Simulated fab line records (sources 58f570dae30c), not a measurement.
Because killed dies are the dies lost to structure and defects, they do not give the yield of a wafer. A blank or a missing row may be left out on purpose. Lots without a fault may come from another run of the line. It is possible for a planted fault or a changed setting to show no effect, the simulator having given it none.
2 desks, one fault    flow berkeley-cmos170    each desk has only its own numbers; what lay behind them comes last

## TOOL OWNER'S DESK, pvd-sputter-04
The tool's own readings at UCB170_M3_SPUTTER_01 (material Al, target thk 900 nm, time 120 s): means of the sampled wafers that have a number, for each lot that ran on this tool. Marked OUT: a lot whose mean sits more than 4 standard deviations from the usual mean, which makes it out of limits; the brackets give that distance.
Columns: A = cathode-dc-power-W at UCB170_M3_SPUTTER_01, usual 6000.1 W; B = throttle-valve-pct at UCB170_M3_SPUTTER_01, usual 29.9 %
lot   first seen here  A                         B
L741  day 7 23:29      5999.8                    29.7
L744  day 8 23:16      6001.3                    29.5
L748  day 9 19:26      5999.4                    29.3
L757  day 10 21:29     5728.5 (-99 or more) OUT  29.9
This desk's verdict: out of limits on L757, starting with L757 at day 10 21:29 (cathode-dc-power-W at UCB170_M3_SPUTTER_01). In limits: L741, L744, L748.

## METROLOGY DESK
Lot by lot, what the gauges showed, no matter which tool ran the lot: averages of those sampled wafers that carry a number. Marked OUT: a lot whose mean sits more than 4 standard deviations from the usual mean, which makes it out of limits; the brackets give that distance.
Columns: A = cd-nm at UCB170_CONTACT_CD_MEAS_90, usual 700.7 nm; B = M1_AL_RS at UCB170_M1_RS_MEAS_01, usual 0.0486 ohm/sq; C = cd-nm at UCB170_V1_CD_MEAS_12, usual 700.4 nm; D = M3_AL_RS at UCB170_M3_RS_MEAS_02, usual 0.0323 ohm/sq; E = M3_AL_THK at UCB170_M3_THK_MEAS_03, usual 896 nm
lot   first seen here  A      B       C      D       E
L741  day 7 08:56      697.6  0.0484  700.0  0.0323  897
L743  day 7 19:00      700.6  0.0489  698.6  0.0331  874
L742  day 7 23:49      701.3  0.0485  701.4  0.0318  912
L745  day 8 07:58      700.6  0.0485  699.7  0.0329  884
L744  day 8 08:41      701.2  0.0481  700.9  0.0320  905
L747  day 9 01:08      699.5  0.0479  699.5  0.0328  877
L748  day 9 03:56      701.5  0.0485  700.9  0.0324  899
L749  day 9 08:41      699.7  0.0482  701.6  0.0321  899
L753  day 9 09:45      700.8  0.0495  703.4  0.0326  888
L758  day 10 06:28     699.2  0.0477  699.7  0.0319  901
L757  day 10 09:00     699.3  0.0500  702.0  0.0340  846 (-4.5) OUT
L759  day 10 14:23     701.6  0.0491  699.2  0.0321  902
L763  day 11 11:07     701.6  0.0486  701.7  0.0320  904
Finding of this desk: L757 out of limits, first seen on L757 at day 11 03:37 (M3_AL_THK at UCB170_M3_THK_MEAS_03). In limits: L741, L743, L742, L745, L744, L747, L748, L749, L753, L758, L759, L763.

## BROUGHT TOGETHER
On L757, at day 10 21:29, an alarm was possible from the tool owner's desk.
The metrology desk could have raised an alarm at day 11 03:37, on L757.
UCB170_M3_SPUTTER_01 was run on pvd-sputter-04 by each of the lots named.

## WHAT THE SIMULATOR HAD INSERTED
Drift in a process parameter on pvd-sputter-04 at UCB170_M3_SPUTTER_01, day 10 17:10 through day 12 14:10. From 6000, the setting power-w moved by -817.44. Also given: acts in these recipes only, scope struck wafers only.
Lots struck among those shown: L757.
Delay (hours) between the fault's onset and each desk's first out-of-limits reading: 4 at the tool owner's desk, 10 at the metrology desk.
